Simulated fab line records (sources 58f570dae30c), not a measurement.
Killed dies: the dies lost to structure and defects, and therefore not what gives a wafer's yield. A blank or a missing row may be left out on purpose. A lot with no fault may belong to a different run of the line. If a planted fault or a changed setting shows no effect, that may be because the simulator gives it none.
A lot that was struck, set against a sound lot ; flow berkeley_cmos170 ; 15 out of 331 route steps
Sound: wafers L627.2, L627.3, L627.5. The struck wafers were L645.1, L645.3, L645.5. The cause is given at the end.
At each step with rows: each side's tool, then ch and its chambers, then its first start. Under that, the readings that differ: sound wafers ; struck wafers ; difference of the means ; sigmas: that difference in standard deviations of wafers without a fault.
alike: a reading whose means differ by less than 2 such deviations, as well as words and numbers matching on both sides. not compared: withheld readings; readings where some wafer has no value; bounds like >300 that might hide an equal value; numbers whose values overlap and for which the record gives no deviation.
Wherever a step has rows on one side only, a row that says differs or no value, or a row with sigmas, the two part there. Numbers that have no deviation but don't overlap get no sigmas and don't part them. A reading missing from all wafers of one side parts the sides only when that side holds two or more wafers.

first, 6 steps without rows for these wafers: UCB170_NLDD_HMDS_00 (prime time 60 s); UCB170_NLDD_COAT_01 (resist thk 900 nm); UCB170_NLDD_SOFTBAKE_02 (time 60 s); UCB170_NLDD_EXPOSE_03 (exposes mask NSELECT, target cd 1200 nm); UCB170_NLDD_PEB_04; UCB170_NLDD_DEVELOP_05 (develop time 45 s).
UCB170_NLDD_CD_MEAS_06 targets a cd of 1200 nm.
  sound: cd_sem-01 at day 7 06:17; struck: cd_sem-01 at day 13 06:10
  alike: cd_nm
UCB170_NLDD_OVL_MEAS_07:
  sound: overlay-02 at day 7 06:23; struck: overlay-02 at day 13 06:17
  alike: NLDD_OVL
then, 2 steps without rows for these wafers: UCB170_NLDD_IMPLANT_08; UCB170_NLDD_IMPLANT_09.
UCB170_NLDD_STRIP_10: strips in O2.
  sound on plasma_asher-03 ch 0,1, day 7 06:43; struck on plasma_asher-04 ch 0,1, day 13 06:38
  alike: drypump_motor_current_A, oes_product_au, strip_time_to_endpoint_s
  not compared: rf_hours_counter_h
UCB170_NLDD_TW_MEAS_11:
  sound: film_metro-02 at day 7 06:50; struck: film_metro-03 at day 13 06:44
reading;sound;struck;difference;sigmas
NLDD_TW;2173 2167 2162;2246 2236 2245;+75;+2
UCB170_NLDD_CLEAN_12: cleans in SPM, time 600 s.
  sound on wet_bench-02 ch 1, day 7 06:53; struck on wet_bench-01 ch 0, day 13 06:50
  no value came back on the struck wafers for bath_guard_temp_C (C), bath_heat_duty_pct (%), temp_c (C); on the sound wafers bath_guard_temp_C (C) reads 119.4 119.4 119.0
UCB170_SPACER_CVD_00: deposits SiO2 from TEOS/O2, target thk 376 nm, time 47 s.
  sound on pecvd-04 ch 0,1,2, day 7 07:03; struck on pecvd-02 ch 1,2, day 13 07:01
  alike: heater_power_w
UCB170_M3_PROBE_99:
  rows exist in the record for the sound wafers here (prober-01, day 8 21:24), none for the struck ones

WHERE THEY PART
Last at UCB170_M3_PROBE_99 as far as this record goes, first at UCB170_NLDD_TW_MEAS_11.

WHY: what had been put in by the simulator
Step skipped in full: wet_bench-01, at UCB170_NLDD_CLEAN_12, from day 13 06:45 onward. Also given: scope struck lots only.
